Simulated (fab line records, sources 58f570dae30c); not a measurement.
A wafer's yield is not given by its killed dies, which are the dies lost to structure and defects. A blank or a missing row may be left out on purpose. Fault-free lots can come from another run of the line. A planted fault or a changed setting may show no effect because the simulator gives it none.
Check for tools in common :: flow berkeleyCmos170 :: 32 wafers sampled across 11 lots

WHAT PROMPTED THE OPENING
On 1 of the 11 lots, a flag is raised at UCB170_V2_CD_MEAS_12 on the reading cdNm. Wafers without a fault read 699.7 nm, standard deviation 1.5.
Rule: flag the lot when none of its wafers has a number, or when each of its wafers that has one lies beyond 4 standard deviations from that mean. The other lots count as sound.

lot: L860
measured: day 8 14:08
on: cdSem-01
cdNm (nm), wafer by wafer: 697.7 699.5 699.0
flag: 

lot: L862
measured: day 9 00:52
on: cdSem-01
cdNm (nm), wafer by wafer: 697.5 698.2 697.9
flag: 

lot: L861
measured: day 9 01:35
on: cdSem-01
cdNm (nm), wafer by wafer: 699.4 696.7 698.3
flag: 

lot: L864
measured: day 9 01:43
on: cdSem-01
cdNm (nm), wafer by wafer: 700.1 699.0 699.3
flag: 

lot: L863
measured: day 9 01:53
on: cdSem-02
cdNm (nm), wafer by wafer: 698.0 699.3 698.9
flag: 

lot: L866
measured: day 9 13:13
on: cdSem-01
cdNm (nm), wafer by wafer: 700.2 700.9 700.3
flag: 

lot: L865
measured: day 9 16:04
on: cdSem-01
cdNm (nm), wafer by wafer: 702.3 702.2 702.8
flag: 

lot: L867
measured: day 9 22:22
on: cdSem-02
cdNm (nm), wafer by wafer: 698.0 697.1 696.3
flag: 

lot: L868
measured: day 10 01:43
on: cdSem-01
cdNm (nm), wafer by wafer: 701.2 701.0 699.4
flag: 

lot: L870
measured: day 10 17:26
on: cdSem-01
cdNm (nm), wafer by wafer: 705.8 706.9
flag: FLAGGED

lot: L880
measured: day 12 10:16
on: cdSem-01
cdNm (nm), wafer by wafer: 699.7 699.9 698.8
flag: 
Average over the flagged lots: 706.3 nm; offset from the usual +6.6 nm, equal to +4 standard deviations.

TOOL THAT RAN EACH LOT
Before the reading, the record contains 3 process steps out of a 331-step route. Cell contents, in order: the tool; ch with the chambers the sampled wafers went through; the start.
lot: L860
flag: 
UCB170_V1_CVD_00: pecvd-02 ch 1,2, day 8 02:16
UCB170_M2_METAL_ETCH_18: rieMetal-04 ch 0,1, day 8 11:19
UCB170_V2_EXPOSE_09: krfScanner-01 ch 0, day 8 13:35

lot: L862
flag: 
UCB170_V1_CVD_00: pecvd-02 ch 1,2, day 8 14:13
UCB170_M2_METAL_ETCH_18: rieMetal-01 ch 0,1, day 8 22:44
UCB170_V2_EXPOSE_09: krfScanner-01 ch 0, day 9 00:28

lot: L861
flag: 
UCB170_V1_CVD_00: pecvd-04 ch 0,1, day 8 15:28
UCB170_M2_METAL_ETCH_18: rieMetal-02 ch 1, day 8 23:01
UCB170_V2_EXPOSE_09: krfScanner-02 ch 0, day 9 01:04

lot: L864
flag: 
UCB170_V1_CVD_00: pecvd-01 ch 0,1, day 8 16:48
UCB170_M2_METAL_ETCH_18: rieMetal-04 ch 0,1, day 8 23:19
UCB170_V2_EXPOSE_09: krfScanner-01 ch 0, day 9 01:19

lot: L863
flag: 
UCB170_V1_CVD_00: pecvd-02 ch 1,2, day 8 18:08
UCB170_M2_METAL_ETCH_18: rieMetal-01 ch 0,1, day 8 23:37
UCB170_V2_EXPOSE_09: krfScanner-01 ch 0, day 9 01:27

lot: L866
flag: 
UCB170_V1_CVD_00: pecvd-04 ch 0,1,2, day 9 06:34
UCB170_M2_METAL_ETCH_18: rieMetal-02 ch 0,1, day 9 11:05
UCB170_V2_EXPOSE_09: krfScanner-01 ch 0, day 9 12:50

lot: L865
flag: 
UCB170_V1_CVD_00: pecvd-02 ch 0,2, day 9 07:54
UCB170_M2_METAL_ETCH_18: rieMetal-01 ch 0,1, day 9 12:40
UCB170_V2_EXPOSE_09: krfScanner-01 ch 0, day 9 14:37

lot: L867
flag: 
UCB170_V1_CVD_00: pecvd-02 ch 1,2, day 9 11:49
UCB170_M2_METAL_ETCH_18: rieMetal-04 ch 0,1, day 9 18:28
UCB170_V2_EXPOSE_09: krfScanner-02 ch 0, day 9 21:19

lot: L868
flag: 
UCB170_V1_CVD_00: pecvd-04 ch 0,1,2, day 9 13:09
UCB170_M2_METAL_ETCH_18: rieMetal-01 ch 1, day 9 22:44
UCB170_V2_EXPOSE_09: krfScanner-02 ch 0, day 10 00:53

lot: L870
flag: FLAGGED
UCB170_V1_CVD_00: pecvd-04 ch 0,2, day 10 09:55
UCB170_M2_METAL_ETCH_18: rieMetal-04 ch 0,1, day 10 14:53
UCB170_V2_EXPOSE_09: krfScanner-01 ch 0, day 10 17:01

lot: L880
flag: 
UCB170_V1_CVD_00: pecvd-01 ch 0,1,2, day 12 01:05
UCB170_M2_METAL_ETCH_18: rieMetal-02 ch 0,1, day 12 07:55
UCB170_V2_EXPOSE_09: krfScanner-02 ch 0, day 12 09:50
What is done by these steps:
- UCB170_V1_CVD_00: deposits SiO2 from TEOS/O2, target thk 2000 nm, time 250 s.
- UCB170_M2_METAL_ETCH_18: etches Al in Cl2/BCl3, stops on SiO2, target depth 1170 nm, time 195 s.
- UCB170_V2_EXPOSE_09: exposes mask VIA2, target cd 700 nm.
- UCB170_V2_CD_MEAS_12: target cd 700 nm.

FLAGGED AGAINST TOTAL, ONE TOOL AT A TIME (gauges that did the reading follow at the end)
step: UCB170_V1_CVD_00
tool: pecvd-01
lots run: 2
flagged: 0
share of the flagged lots: none
sound lots run after its first flagged lot: -

step: UCB170_V1_CVD_00
tool: pecvd-02
lots run: 5
flagged: 0
share of the flagged lots: none
sound lots run after its first flagged lot: -

step: UCB170_V1_CVD_00
tool: pecvd-04
lots run: 4
flagged: 1
share of the flagged lots: all
sound lots run after its first flagged lot: 0

step: UCB170_M2_METAL_ETCH_18
tool: rieMetal-01
lots run: 4
flagged: 0
share of the flagged lots: none
sound lots run after its first flagged lot: -

step: UCB170_M2_METAL_ETCH_18
tool: rieMetal-02
lots run: 3
flagged: 0
share of the flagged lots: none
sound lots run after its first flagged lot: -

step: UCB170_M2_METAL_ETCH_18
tool: rieMetal-04
lots run: 4
flagged: 1
share of the flagged lots: all
sound lots run after its first flagged lot: 0

step: UCB170_V2_EXPOSE_09
tool: krfScanner-01
lots run: 7
flagged: 1
share of the flagged lots: all
sound lots run after its first flagged lot: 0

step: UCB170_V2_EXPOSE_09
tool: krfScanner-02
lots run: 4
flagged: 0
share of the flagged lots: none
sound lots run after its first flagged lot: -

step: UCB170_V2_CD_MEAS_12
tool: cdSem-01
lots run: 9
flagged: 1
share of the flagged lots: all
sound lots run after its first flagged lot: 1 (L880)

step: UCB170_V2_CD_MEAS_12
tool: cdSem-02
lots run: 2
flagged: 0
share of the flagged lots: none
sound lots run after its first flagged lot: -

WHAT IS ALLOWED BY THE TABLE
4 rows of the table ran every flagged lot: pecvd-04 at UCB170_V1_CVD_00, rieMetal-04 at UCB170_M2_METAL_ETCH_18, krfScanner-01 at UCB170_V2_EXPOSE_09, cdSem-01 at UCB170_V2_CD_MEAS_12.
- pecvd-04 at UCB170_V1_CVD_00: 1 of its 4 lots flagged. Its last sound lot is L868 (day 9 13:09), its first flagged lot L870 (day 10 09:55): a fault that began between those two fits.
- rieMetal-04 at UCB170_M2_METAL_ETCH_18: 1 of its 4 lots flagged. Its last sound lot is L867 (day 9 18:28), its first flagged lot L870 (day 10 14:53): a fault that began between those two fits.
- krfScanner-01 at UCB170_V2_EXPOSE_09: 1 of its 7 lots flagged. Its last sound lot is L865 (day 9 14:37), its first flagged lot L870 (day 10 17:01): a fault that began between those two fits. Its own readings (exposureDoseMJCm2) fall more than 4 standard deviations out on all wafers of the flagged lots.
- cdSem-01 at UCB170_V2_CD_MEAS_12: 1 of its 9 lots flagged. Lots that were sound ran on it after the first flagged one (L880); a persistent fault on the entire tool would not allow that.
These 3 tools cannot be told apart by counting lots, since each of them fits a fault that started at some hour. More lots, or a look at what each step does to the wafer, might.

WHAT THE SIMULATOR HAD PUT IN
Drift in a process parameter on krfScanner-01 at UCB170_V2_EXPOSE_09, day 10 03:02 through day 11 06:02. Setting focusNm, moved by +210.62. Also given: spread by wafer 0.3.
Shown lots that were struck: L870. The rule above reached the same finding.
